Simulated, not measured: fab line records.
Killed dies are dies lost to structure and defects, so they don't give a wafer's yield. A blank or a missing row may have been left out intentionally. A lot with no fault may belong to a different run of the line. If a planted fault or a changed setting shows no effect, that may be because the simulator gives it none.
fab line records | flow rit-cmos
[record] lots = 14 | wafers = 42 | last-day = 7
route steps=202 shown PWELL@43
lots that met no fault: taken from a fault-free run of the same line
start-h: the number of hours between the record's first day and the start of the first shown wafer of the lot | wait-h: how many hours have passed since the lot's step before this one | " identical to the entry in the row above | L1.1+2: a single row standing in for several wafers | - value missing, or start not given | * or withheld: withheld | < > ~ a bound
route shown NAME@n: a module of which the file shows steps, and the number in the route of the first | usual: average and standard deviation across the fault-free wafers | same: alike in all rows | chamber/n: place in a boat | sites: each site's reading | _std_site: the values' standard deviation | _edge_site: the outer-site mean with the inner-site mean subtracted | radius-mm: for every site, how far away it sits from the centre of the wafer | mask NAME#n: copy n | behind: the tool/chamber that last shaped the wafer | hold: the reason the lot was held/the length of the hold in hours/how it ended | device: names the non-switching transistor (n, p or np) | end of line: tests run on the same wafers once the route is complete | step lacking rows: just its recipe | killed: at the first sort, the dies lost to defects and structure; wafer yield is something else | map: per-die view of a wafer (x killed, . not killed, _ where there is no die)
set.NAME: the setting as run; set.NAME@STEP: as run at that earlier step | model.NAME: the simulator's own value behind a step, which no gauge read
one table for each step of the route and one row for each wafer, over a sample of lots
[[steps]]
[step RIT_PWELL_PEB_04]
[recipe] resist = NOVOLAK | temp-c = withheld | time-s = withheld
[usual] chill-plate-temp-C = * | exhaust-pa = 45.1/0.87
lot.wafer | tool           | chamber | start-h | wait-h | chill-plate-temp-C | exhaust-pa
L720.3    | litho-track-01 | 0       | 22.05   | 0.1    | *                  | 45.5
L720.5    | "              | 0       | "       | "      | *                  | 46.3
L720.6    | "              | 0       | "       | "      | *                  | 46.4
L721.1    | litho-track-01 | 0       | 26.56   | 0.1    | *                  | 45.4
L721.5    | "              | 0       | "       | "      | *                  | 45.4
L721.6    | "              | 0       | "       | "      | *                  | 45.6
L723.1    | litho-track-02 | 0       | 41.88   | 0.1    | *                  | 44.5
L723.3    | "              | 0       | "       | "      | *                  | 45.8
L723.6    | "              | 0       | "       | "      | *                  | 45.4
L724.2    | litho-track-01 | 0       | 48.58   | 0.1    | *                  | 46.3
L724.3    | "              | 0       | "       | "      | *                  | 46.8
L724.4    | "              | 0       | "       | "      | *                  | 44.8
L725.2    | litho-track-03 | 0       | 48.66   | 0.1    | *                  | 45.8
L725.4    | "              | 0       | "       | "      | *                  | 45.9
L725.5    | "              | 0       | "       | "      | *                  | 46.2
L726.3    | litho-track-02 | 0       | 54.04   | 0.1    | *                  | 45.0
L726.4    | "              | 0       | "       | "      | *                  | 46.0
L726.6    | "              | 0       | "       | "      | *                  | 45.2
L727.3    | litho-track-01 | 0       | 57.84   | 0.1    | *                  | 44.9
L727.4    | "              | 0       | "       | "      | *                  | 45.9
L727.6    | "              | 0       | "       | "      | *                  | 45.2
L728.1    | litho-track-02 | 0       | 62.21   | 0.1    | *                  | 45.5
L728.2    | "              | 0       | "       | "      | *                  | 45.3
L728.5    | "              | 0       | "       | "      | *                  | 45.3
L735.2    | litho-track-03 | 0       | 98.43   | 0.1    | *                  | 45.8
L735.3    | "              | 0       | "       | "      | *                  | 46.4
L735.5    | "              | 0       | "       | "      | *                  | 44.5
L737.2    | litho-track-03 | -       | 106.92  | 0.1    | -                  | -
L737.3    | "              | -       | "       | "      | -                  | -
L737.4    | "              | -       | "       | "      | -                  | -
L738.1    | litho-track-02 | -       | 111.94  | 0.1    | -                  | -
L738.4    | "              | -       | "       | "      | -                  | -
L738.5    | "              | -       | "       | "      | -                  | -
L741.3    | litho-track-03 | 0       | 127.82  | 0.1    | *                  | 44.9
L741.4    | "              | 0       | "       | "      | *                  | 46.0
L741.6    | "              | 0       | "       | "      | *                  | 45.8
L742.1    | litho-track-03 | 0       | 131.61  | 0.1    | *                  | 44.3
L742.4    | "              | 0       | "       | "      | *                  | 44.2
L742.6    | "              | 0       | "       | "      | *                  | 44.6
L743.1    | litho-track-02 | 0       | 136.55  | 0.1    | *                  | 44.7
L743.2    | "              | 0       | "       | "      | *                  | 44.8
L743.6    | "              | 0       | "       | "      | *                  | 43.8
[[key]]
[first-sign] step = RIT_PWELL_PEB_04 | reading = tool-record | direction = missing
effect none on later readings
met-at RIT_PWELL_PEB_04
struck-lots L737,L738
sort-left-out L737.2,L737.3,L737.4,L738.1,L738.4,L738.5
tester-left-out L737,L738
onset-between 98.43 106.92
[fault] kind = skipped-step-whole | tool = litho-track-02,litho-track-03 | chamber = - | onset-h = 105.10 | steps = RIT_PWELL_PEB_04 | scope = struck-lots-only
// tester-left-out: of these lots the tester's yield and bins aren't shown, on N5 and GAA mostly nor the transistor test; their killed dies are dies lost to structure and defects alone, not to doping, threshold or leakage, so they don't give the yield
// sort-left-out: the simulated sort isn't trusted on such a fault, so these wafers' sort isn't shown, and their yield isn't known
